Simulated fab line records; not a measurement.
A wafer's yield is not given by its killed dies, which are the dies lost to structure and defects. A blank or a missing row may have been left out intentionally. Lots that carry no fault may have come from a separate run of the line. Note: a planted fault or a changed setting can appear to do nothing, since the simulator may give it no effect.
Problem report in the 8D (eight disciplines) form, filled by code || flow berkeley-cmos170 || the parts of the form that need people (team, actions taken, sign-off) are left out

== 1. THE ISSUE ==
cd-nm at UCB170_M1_CD_MEAS_09 reads a mean of 718.8 nm on 6 wafers of 2 lots; wafers without a fault read 700.6 nm with a standard deviation of 1.4. Relative to the usual mean, that is a shift of +13 standard deviations.
The step: target cd 700 nm.
First observed at day 10 04:58: wafer L306.2, on cd-sem-01. The record holds 42 wafers of 14 lots with a number at this step. Rule for "out", or "out of limits": more than 4 standard deviations from the usual mean. Any other wafer with a number is counted as sound.

== 2. WHAT IT IS; WHAT IT IS NOT ==
{"question": "which readings at this step", "is": "cd-nm", "is not": "-"}
{"question": "which lots", "is": "L306, L307", "is not": "L291, L293, L294, L297, L298, L299, L300, L301, L302, L303, L305, L312"}
{"question": "which wafers of those lots", "is": "all that have a number", "is not": "-"}
{"question": "read on which gauges", "is": "cd-sem-01", "is not": "cd-sem-02"}
{"question": "when", "is": "from day 10 04:58", "is not": "up to then (33 sound wafers); but 3 sound wafers of L312 came after"}

== 3. WHAT RULES OUT EACH SUSPECT ==
Counting: a tool at any process step up to the reading remains a suspect when it ran all the lots that are out and ran no sound lot after the first of those.
- the gauge at UCB170_M1_CD_MEAS_09: ruled out. All the wafers that are out were read on cd-sem-01, but those of them that UCB170_M1_SOFTBAKE_05 has rows for are out there too, on other tools.
- litho-track-04 at UCB170_M1_SOFTBAKE_05 (time 60 s): kept. Every lot that is out went through it, starting with L306 (day 10 04:00), and after that it ran no sound lot; the last sound lot it ran before then is L305 (day 10 02:00). Its own readings are out on those wafers: heater-power-total-W, plate-temp-C.
Left after counting: litho-track-04 at UCB170_M1_SOFTBAKE_05.

== 4. THE CAUSE (what the simulator had put in) ==
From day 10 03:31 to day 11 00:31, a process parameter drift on litho-track-04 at UCB170_M1_SOFTBAKE_05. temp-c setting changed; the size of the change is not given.
After counting, this tool was the only one left.

== 5. SEQUENCE OF EFFECTS, ordered by route ==
Each row: a reading where the mean over the struck wafers with a number is more than 3 standard deviations away from the usual. Readings are gone through only where the record gives a usual standard deviation; hours: the median, over the lots, of the time from a lot's start at the first step in this table giving one to that lot's start at this step; sigmas: the change measured in usual standard deviations.
{"hours": 0, "step": "UCB170_M1_SOFTBAKE_05", "reading": "heater-power-total-W", "usual": "56.80 W", "on struck wafers": 50.26, "change": -6.54, "sigmas": "-99 or more"}
{"hours": 0, "step": "UCB170_M1_SOFTBAKE_05", "reading": "plate-temp-C", "usual": "130.02 C", "on struck wafers": 118.39, "change": -11.63, "sigmas": -89}
{"hours": 1, "step": "UCB170_M1_CD_MEAS_09", "reading": "cd-nm", "usual": "700.6 nm", "on struck wafers": 718.8, "change": "+18.2", "sigmas": "+13"}
The process steps in it:
- UCB170_M1_SOFTBAKE_05: time 60 s.

== 6. WHAT WOULD HAVE CAUGHT IT SOONER ==
In this record the first reading out of limits at a measuring or inspecting step was taken at day 10 04:58, 1 hour after the fault began at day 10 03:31.
The tool's own readings at UCB170_M1_SOFTBAKE_05 were out on every struck wafer that the step has a row for (heater-power-total-W, plate-temp-C): an alarm limit on them would have fired on the first of those.
Among the 2 lots that are out, L307 began UCB170_M1_SOFTBAKE_05 on litho-track-04 after day 10 04:58. A tool hold placed at that time would have kept it from harm.
